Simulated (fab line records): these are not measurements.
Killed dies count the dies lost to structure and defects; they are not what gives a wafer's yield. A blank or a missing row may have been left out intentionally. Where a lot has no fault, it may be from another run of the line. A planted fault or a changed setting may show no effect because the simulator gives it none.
Split-lot trial    flow berkeleyCmos170    on a route of 331 steps: 5 lots, 23 wafers read

ON THE SPLIT
At UCB170_NLDD_PEB_04, the setting pebTempC was moved away from the recipe's 130 C on 7 of the 23 wafers read, by -2.8% to +1.7%. The other wafers ran this setting at the recipe's value.

BETWEEN THE SPLIT AND THE READING: the file shows 1 step in between
- UCB170_NLDD_DEVELOP_05: develop time 45 s

THE READING
cdNm at UCB170_NLDD_CD_MEAS_06, given in nm (cd target 1200 nm). A value of 1199.9 nm with a standard deviation of 1.8 nm is what fault-free wafers of this fab line usually give.

wafer   tool, chamber at the split  pebTempC as run, C  against the recipe  cdNm, nm  against lot-mates on the recipe
L075.2  lithoTrack-02, 0            126.3               -2.8%               1169.0    -29.2
L075.3  lithoTrack-02, 0            130                 recipe              1198.4    -
L075.4  lithoTrack-02, 0            130                 recipe              1198.1    -
L075.5  lithoTrack-02, 0            126.3               -2.8%               1169.8    -28.5
L075.6  lithoTrack-02, 0            126.3               -2.8%               1169.1    -29.2
L076.1  lithoTrack-01, 0            130                 recipe              1201.3    -
L076.2  lithoTrack-01, 0            130                 recipe              1200.9    -
L076.4  lithoTrack-01, 0            130                 recipe              1201.2    -
L076.5  lithoTrack-01, 0            130                 recipe              1202.2    -
L076.6  lithoTrack-01, 0            130                 recipe              1201.4    -
L079.1  lithoTrack-01, 0            130                 recipe              1200.8    -
L079.4  lithoTrack-01, 0            130                 recipe              1200.2    -
L079.6  lithoTrack-01, 0            130                 recipe              1199.2    -
L081.1  lithoTrack-01, 0            130                 recipe              1200.0    -
L081.2  lithoTrack-01, 0            130                 recipe              1201.5    -
L081.3  lithoTrack-01, 0            131.5               +1.2%               1210.8    +9.9
L081.4  lithoTrack-01, 0            130                 recipe              1201.3    -
L081.5  lithoTrack-01, 0            131.5               +1.2%               1210.0    +9.1
L084.1  lithoTrack-01, 0            132.2               +1.7%               1211.9    +14.1
L084.2  lithoTrack-01, 0            130                 recipe              1198.6    -
L084.3  lithoTrack-01, 0            130                 recipe              1196.8    -
L084.5  lithoTrack-01, 0            130                 recipe              1198.1    -
L084.6  lithoTrack-01, 0            132.2               +1.7%               1211.9    +14.1

THE FIT
A straight line over all 23 wafers: cdNm changes by +9.91 nm for each +1% of pebTempC; r = +0.99; the points scatter about the line by 2.1 nm.
The same after taking each lot's own level away (the mean of its wafers on the recipe; 23 wafers): +9.64 nm for each +1%; r = +1.00; scatter 1 nm.
The reading moves by 27 nm for the largest change in pebTempC, on that fit.
From 1197.83 to 1201.40 nm: that is the span of the lots' own levels, equal to 2.0 times the standard deviation above.
So the lot-to-lot level changes the slope little: the two slopes agree.
Check: with one of the wafers moved furthest among these (-2.8%) left out of the fit, the line predicts -27.5 nm for it against its lot-mates. Against them it came out at -29.2 nm.

OTHER SPLITS APPLIED TO THESE WAFERS
These wafers also went through other splits before the reading. Each is held against what the fit with the lots' levels taken away leaves over:
other split on the same wafers  wafers away from the commonest value  r with cdNm (lot level and that fit taken away)
UCB170_PLDD_SOFTBAKE_02 timeS   12                                    +0.11

FILE'S OWN FIT
cdNm changes by +9.53 nm for each +1% of pebTempC, r = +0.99.
